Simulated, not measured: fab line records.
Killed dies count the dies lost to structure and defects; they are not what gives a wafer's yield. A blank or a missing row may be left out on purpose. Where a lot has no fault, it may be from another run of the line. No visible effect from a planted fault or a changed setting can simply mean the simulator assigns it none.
Split-lot trial / flow berkeleyCmos170 / 27 wafers read from 5 lots, route of 331 steps

SPLIT DETAILS
At UCB170_M1_SPUTTER_00 (material Al, target thk 600 nm, time 80 s), the setting timeS was moved away from the recipe's 80 s on 12 of the 27 wafers read, by -50.6% to +56.2%. The other wafers ran this setting at the recipe's value.

FROM THE SPLIT TO THE READING: what the file shows between them, 5 steps
- UCB170_M1_RS_MEAS_01: measures by four-point-probe
- UCB170_M1_THK_MEAS_02: measures by xrf
- UCB170_M1_COAT_03
- UCB170_M1_COAT_04: resist thk 900 nm
- UCB170_M1_ETCH_11: etches BARC in N2/H2

THE READING
oesProductAu, in a.u., at UCB170_M1_METAL_ETCH_12 (etches Al in Cl2/BCl3, stops on PSG, target depth 780 nm, time 130 s). Typical for fault-free wafers on this fab line: 0.848 a.u., with standard deviation 0.013 a.u.

wafer=L078.1; tool, chamber at the split=pvdSputter-03, -; timeS as run, s=39.52; against the recipe=-50.6%; oesProductAu, a.u.=0.621; against lot-mates on the recipe=-0.219
wafer=L078.2; tool, chamber at the split=pvdSputter-03, -; timeS as run, s=80; against the recipe=recipe; oesProductAu, a.u.=0.848; against lot-mates on the recipe=-
wafer=L078.3; tool, chamber at the split=pvdSputter-03, -; timeS as run, s=80; against the recipe=recipe; oesProductAu, a.u.=0.838; against lot-mates on the recipe=-
wafer=L078.4; tool, chamber at the split=pvdSputter-03, -; timeS as run, s=39.52; against the recipe=-50.6%; oesProductAu, a.u.=0.619; against lot-mates on the recipe=-0.221
wafer=L078.5; tool, chamber at the split=pvdSputter-03, -; timeS as run, s=39.52; against the recipe=-50.6%; oesProductAu, a.u.=0.620; against lot-mates on the recipe=-0.220
wafer=L078.6; tool, chamber at the split=pvdSputter-03, -; timeS as run, s=80; against the recipe=recipe; oesProductAu, a.u.=0.833; against lot-mates on the recipe=-
wafer=L079.1; tool, chamber at the split=pvdSputter-04, -; timeS as run, s=112.8; against the recipe=+41.0%; oesProductAu, a.u.=1.005; against lot-mates on the recipe=+0.160
wafer=L079.2; tool, chamber at the split=pvdSputter-04, -; timeS as run, s=112.8; against the recipe=+41.0%; oesProductAu, a.u.=0.980; against lot-mates on the recipe=+0.135
wafer=L079.3; tool, chamber at the split=pvdSputter-04, -; timeS as run, s=80; against the recipe=recipe; oesProductAu, a.u.=0.850; against lot-mates on the recipe=-
wafer=L079.4; tool, chamber at the split=pvdSputter-04, -; timeS as run, s=80; against the recipe=recipe; oesProductAu, a.u.=0.859; against lot-mates on the recipe=-
wafer=L079.5; tool, chamber at the split=pvdSputter-04, -; timeS as run, s=80; against the recipe=recipe; oesProductAu, a.u.=0.827; against lot-mates on the recipe=-
wafer=L079.6; tool, chamber at the split=pvdSputter-04, -; timeS as run, s=112.8; against the recipe=+41.0%; oesProductAu, a.u.=0.984; against lot-mates on the recipe=+0.139
wafer=L077.1; tool, chamber at the split=pvdSputter-02, -; timeS as run, s=80; against the recipe=recipe; oesProductAu, a.u.=0.819; against lot-mates on the recipe=-
wafer=L077.2; tool, chamber at the split=pvdSputter-02, -; timeS as run, s=125; against the recipe=+56.2%; oesProductAu, a.u.=0.997; against lot-mates on the recipe=+0.173
wafer=L077.3; tool, chamber at the split=pvdSputter-02, -; timeS as run, s=80; against the recipe=recipe; oesProductAu, a.u.=0.829; against lot-mates on the recipe=-
wafer=L077.4; tool, chamber at the split=pvdSputter-02, -; timeS as run, s=125; against the recipe=+56.2%; oesProductAu, a.u.=0.997; against lot-mates on the recipe=+0.173
wafer=L077.5; tool, chamber at the split=pvdSputter-02, -; timeS as run, s=80; against the recipe=recipe; oesProductAu, a.u.=0.823; against lot-mates on the recipe=-
wafer=L077.6; tool, chamber at the split=pvdSputter-02, -; timeS as run, s=125; against the recipe=+56.2%; oesProductAu, a.u.=1.005; against lot-mates on the recipe=+0.181
wafer=L084.1; tool, chamber at the split=pvdSputter-03, -; timeS as run, s=51.68; against the recipe=-35.4%; oesProductAu, a.u.=0.660; against lot-mates on the recipe=-0.194
wafer=L084.2; tool, chamber at the split=pvdSputter-03, -; timeS as run, s=51.68; against the recipe=-35.4%; oesProductAu, a.u.=0.697; against lot-mates on the recipe=-0.157
wafer=L084.3; tool, chamber at the split=pvdSputter-03, -; timeS as run, s=51.68; against the recipe=-35.4%; oesProductAu, a.u.=0.674; against lot-mates on the recipe=-0.180
wafer=L084.4; tool, chamber at the split=pvdSputter-03, -; timeS as run, s=80; against the recipe=recipe; oesProductAu, a.u.=0.868; against lot-mates on the recipe=-
wafer=L084.5; tool, chamber at the split=pvdSputter-03, -; timeS as run, s=80; against the recipe=recipe; oesProductAu, a.u.=0.856; against lot-mates on the recipe=-
wafer=L084.6; tool, chamber at the split=pvdSputter-03, -; timeS as run, s=80; against the recipe=recipe; oesProductAu, a.u.=0.839; against lot-mates on the recipe=-
wafer=L083.4; tool, chamber at the split=pvdSputter-04, -; timeS as run, s=80; against the recipe=recipe; oesProductAu, a.u.=0.839; against lot-mates on the recipe=-
wafer=L083.5; tool, chamber at the split=pvdSputter-04, -; timeS as run, s=80; against the recipe=recipe; oesProductAu, a.u.=0.838; against lot-mates on the recipe=-
wafer=L083.6; tool, chamber at the split=pvdSputter-04, -; timeS as run, s=80; against the recipe=recipe; oesProductAu, a.u.=0.852; against lot-mates on the recipe=-

FIT RESULTS
A straight line over all 27 wafers: oesProductAu changes by +0.00371 a.u. for each +1% of timeS; r = +0.98; the points scatter about the line by 0.023 a.u.
The same after taking each lot's own level away (the mean of its wafers on the recipe; 27 wafers): +0.00385 a.u. for each +1%; r = +0.99; scatter 0.02 a.u.
The reading moves by 0.22 a.u. for the largest change in timeS, on that fit.
From 0.8237 to 0.8543 a.u.: that is the span of the lots' own levels, equal to 2.4 times the standard deviation above.
The two slopes are in agreement: the lot-to-lot level therefore moves the slope only a little.
Check: for one of the wafers moved furthest among these (+56.2%), held out of the fit, the line's prediction against its lot-mates is +0.209 a.u. Against them it came out at +0.173 a.u.

THE WHOLE CHAIN: every reading that the file lists as answering this split, in the file's order
step=UCB170_M1_SPUTTER_00; what it does=material Al, target thk 600 nm, time 80 s; reading=Al_of_M1_SPUTTER_00.thkNm (the simulator's own value, which no gauge read); change (the file's fit)=+6.11 nm for each +1% of the setting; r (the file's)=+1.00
step=UCB170_M1_RS_MEAS_01; what it does=measures by four-point-probe; reading=M1_AL_RS; change (the file's fit)=not straight: 0.1014 at the lowest setting, 0.0485 at the recipe, 0.0310 at the highest; r (the file's)=not given
step=UCB170_M1_THK_MEAS_02; what it does=measures by xrf; reading=M1_AL_THK; change (the file's fit)=+6.11 for each +1% of the setting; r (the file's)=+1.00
step=UCB170_M1_METAL_ETCH_12; what it does=etches Al in Cl2/BCl3, stops on PSG, target depth 780 nm, time 130 s; reading=oesProductAu; change (the file's fit)=+0.00383 a.u. for each +1% of the setting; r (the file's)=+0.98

THE FILE'S OWN FIT
oesProductAu changes by +0.00383 a.u. for each +1% of timeS, r = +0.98.
